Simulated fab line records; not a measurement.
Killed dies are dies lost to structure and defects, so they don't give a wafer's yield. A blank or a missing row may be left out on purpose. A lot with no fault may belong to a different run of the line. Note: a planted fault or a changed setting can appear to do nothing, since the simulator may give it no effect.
The same fault as seen by 2 desks	flow berkeley-cmos170	only its own numbers are on each desk; what lay behind them is given at the end

## AT THE TOOL OWNER'S DESK: implanter-01
The tool's own readings at UCB170_PLDD_IMPLANT_08, given as means over the sampled wafers that have a number, one for each lot that went through this tool. The brackets show how far a lot's mean lies from the usual mean; more than 4 standard deviations puts the lot out of limits, marked OUT.
Columns: A = dose-ions-cm2 at UCB170_PLDD_IMPLANT_08, usual 4.999e+13; B = faraday-current-uA at UCB170_PLDD_IMPLANT_08, usual 159; C = tilt-deg at UCB170_PLDD_IMPLANT_08, usual 6.997 degrees
lot	first seen here	A	B	C
L753	day 6 01:40	5.000e+13	160	7.021
L755	day 6 13:29	4.996e+13	158	6.988
L760	day 7 07:27	5.002e+13	156	6.996
L757	day 7 08:01	5.266e+13 (+55) OUT	170	6.990
L758	day 7 08:59	5.273e+13 (+56) OUT	169	6.995
This desk's verdict: out of limits on L757, L758, starting with L757 at day 7 08:01 (dose-ions-cm2 at UCB170_PLDD_IMPLANT_08). Within limits: L753, L755, L760.

## FROM THE METROLOGY DESK
Means of the sampled wafers that have a number, per lot and without regard to the tool the lot ran on: this is what the gauges read. The brackets show how far a lot's mean lies from the usual mean; more than 4 standard deviations puts the lot out of limits, marked OUT.
Columns: A = cd-nm at UCB170_ACTIVE_CD_MEAS_90, usual 1200.2 nm; B = GATE_POLY_THK at UCB170_GATE_THK_MEAS_05, usual 213.3 nm; C = cd-nm at UCB170_NLDD_CD_MEAS_06, usual 1200.4 nm; D = PLDD_RS at UCB170_SDANNEAL_RS_MEAS_04, usual 1032 ohm/sq; E = NLDD_RS at UCB170_SDANNEAL_RS_MEAS_05, usual 616.5 ohm/sq
lot	first seen here	A	B	C	D	E
L752	day 4 07:07	1200.2	214.2	1201.5	1030	614.9
L753	day 4 07:37	1201.4	216.9	1200.1	1036	617.8
L754	day 4 14:28	1200.5	212.7	1197.1	1030	617.5
L755	day 4 14:44	1200.0	212.7	1200.1	1029	616.2
L761	day 5 17:40	1199.7	213.9	1201.2	1031	617.5
L757	day 5 18:16	1199.4	212.7	1201.9	1010 (-6.7) OUT	615.1
L760	day 5 18:37	1199.6	213.3	1200.8	1033	618.4
L756	day 5 19:00	1200.6	215.0	1199.7	1031	615.4
L758	day 5 19:24	1202.2	213.4	1201.2	1015 (-5.3) OUT	617.7
L768	day 7 11:28	1201.7	213.6	1200.6	1034	613.8
L767	day 7 11:49	1201.2	211.7	1201.0	1036	618.2
L769	day 7 12:17	1200.8	214.7	1201.5	1033	616.0
L773	day 8 08:47	1199.4	211.5	1203.5	1033	617.1
L774	day 8 17:25	1197.2	213.5	1199.5	1030	616.5
This desk reports L757, L758 out of limits; the earliest was L757 at day 7 22:59 (PLDD_RS at UCB170_SDANNEAL_RS_MEAS_04). Within limits: L752, L753, L754, L755, L761, L760, L756, L768, L767, L769, L773, L774.

## TAKEN TOGETHER
The tool owner's desk could have raised an alarm at day 7 08:01, on L757, L758.
On L757, L758, the metrology desk was in a position to raise an alarm at day 7 22:59.
All the named lots went through UCB170_PLDD_IMPLANT_08 on implanter-01.

## WHAT WAS PUT IN BY THE SIMULATOR
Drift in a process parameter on implanter-01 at UCB170_PLDD_IMPLANT_08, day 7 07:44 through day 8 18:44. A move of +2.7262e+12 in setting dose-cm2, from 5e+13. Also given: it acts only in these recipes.
Shown lots that were struck: L757, L758.
Hours from the fault's start to each desk's first reading out of limits: the tool owner's desk, 0; the metrology desk, 15.
